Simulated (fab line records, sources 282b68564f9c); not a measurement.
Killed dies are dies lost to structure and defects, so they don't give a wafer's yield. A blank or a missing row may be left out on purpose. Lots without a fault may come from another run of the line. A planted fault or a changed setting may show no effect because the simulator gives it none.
A struck lot beside a sound one | flow rit_cmos | 15 steps out of a route of 202
Sound: wafers L895.1, L895.5, L895.6. Struck: wafer L909.3. (L909.4, L909.6 of the same lot were not struck and are left out.) The cause comes at the end.
At each step with rows: each side's tool, then ch and its chambers, then its first start. Under that, the readings that differ: sound wafers | struck wafers | difference of the means | sigmas: that difference in standard deviations of wafers without a fault.
alike: readings whose means differ by less than 2 such deviations, and words and numbers that are the same on both sides. not compared: withheld readings, readings that some wafer has no value for, bounds like >300 that may hide the same value, and numbers for which the record gives no deviation and whose values overlap.
The two part at a step that has a row with sigmas, a row that says differs or no value, or rows on one side only. Numbers that don't overlap but have no deviation are shown without sigmas and don't part them. A reading that every wafer of one side lacks parts them only if that side has two wafers or more.

RIT_GATE_THK_MEAS_07:
  sound on film_metro-01, day 3 00:37; struck on film_metro-03, day 6 00:56
  alike: GATE_OXIDE_THK
then, 1 step without rows for these wafers: RIT_GATE_CVD_08 (deposits poly-Si from SiH4, target thk 250 nm, time 2220 s).
RIT_GATE_THK_MEAS_09:
  sound on film_metro-01, day 3 02:17; struck on film_metro-03, day 6 02:37
  alike: GATE_POLY_THK
then, 6 steps without rows for these wafers: RIT_GATE_HMDS_10 (prime time 60 s); RIT_GATE_COAT_11 (resist thk 850 nm); RIT_GATE_SOFTBAKE_12 (time 60 s); RIT_GATE_EXPOSE_13 (exposes mask M6, target cd 150 nm); RIT_GATE_PEB_14; RIT_GATE_DEVELOP_15 (develop time 50 s).
RIT_GATE_CD_MEAS_16: target cd 150 nm.
  sound on cd_sem-01, day 3 03:14; struck on cd_sem-01, day 6 03:40
  alike: cd_nm
RIT_GATE_OVL_MEAS_17:
  sound on overlay-01, day 3 03:22; struck on overlay-01, day 6 03:46
  alike: GATE_OVL
then, 1 step without rows for these wafers: RIT_GATE_HARDBAKE_18 (time 60 s).
RIT_GATE_ETCH_19: etches poly-Si in SF6/CHF3/O2, stops on SiO2, time 165 s, target depth 312.5 nm.
  sound on rie_si-01 ch 2,3, day 3 03:33; struck on rie_si-01 ch 0, day 6 03:56
  reading                                   | sound             | struck | difference | sigmas
  oes_product_au (a.u.)                     | 0.889 0.875 0.894 | 0.728  | -0.158     | -12
  run_length_s (s)                          | 193.5 193.7 193.0 | 241.5  | +48.1      | +98
  model.NOVOLAK_of_GATE_COAT_11.thk_nm (nm) | 665.7 667.3 672   | 650.8  | -17.5      |
  alike: drypump_motor_current_A, throttle_valve_pct
  not compared: rf_hours_counter_h
RIT_GATE_STRIP_20: strips in O2, time 180 s.
  sound on plasma_asher-04 ch 0,1, day 3 03:39; struck on plasma_asher-01 ch 1, day 6 04:06
  alike: drypump_motor_current_A, rf_refl_power_W
  not compared: rf_hours_counter_h
RIT_M1_PROBE_99:
  sound on prober-01, day 3 23:32; struck on prober-01, day 7 00:34
  reading                                          | sound                       | struck   | difference | sigmas
  killed_at_front_end                              | 6 9 11                      | 17       | +8         | +3
  killed_dies                                      | 6 9 11                      | 17       | +8         | +3
  killed_short                                     | 5 4 7                       | 10       | +5         | +2
  model.etest.poly_comb_over_steps.leak_log10_a_um | -12.66 -12.76 -12.79        | -12.83   | -0.09      |
  model.etest.antenna_poly.vt_shift_v (V)          | -0.008797 -0.01279 -0.01256 | -0.01582 | -0.00444   |
  alike: killed_open

WHERE THEY PART
First at RIT_GATE_ETCH_19; last, within this record, at RIT_M1_PROBE_99.

WHY: what the simulator had put in
Process parameter drift: rie_si-01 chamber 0, from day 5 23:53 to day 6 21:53, at RIT_GATE_ETCH_19. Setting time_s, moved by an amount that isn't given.
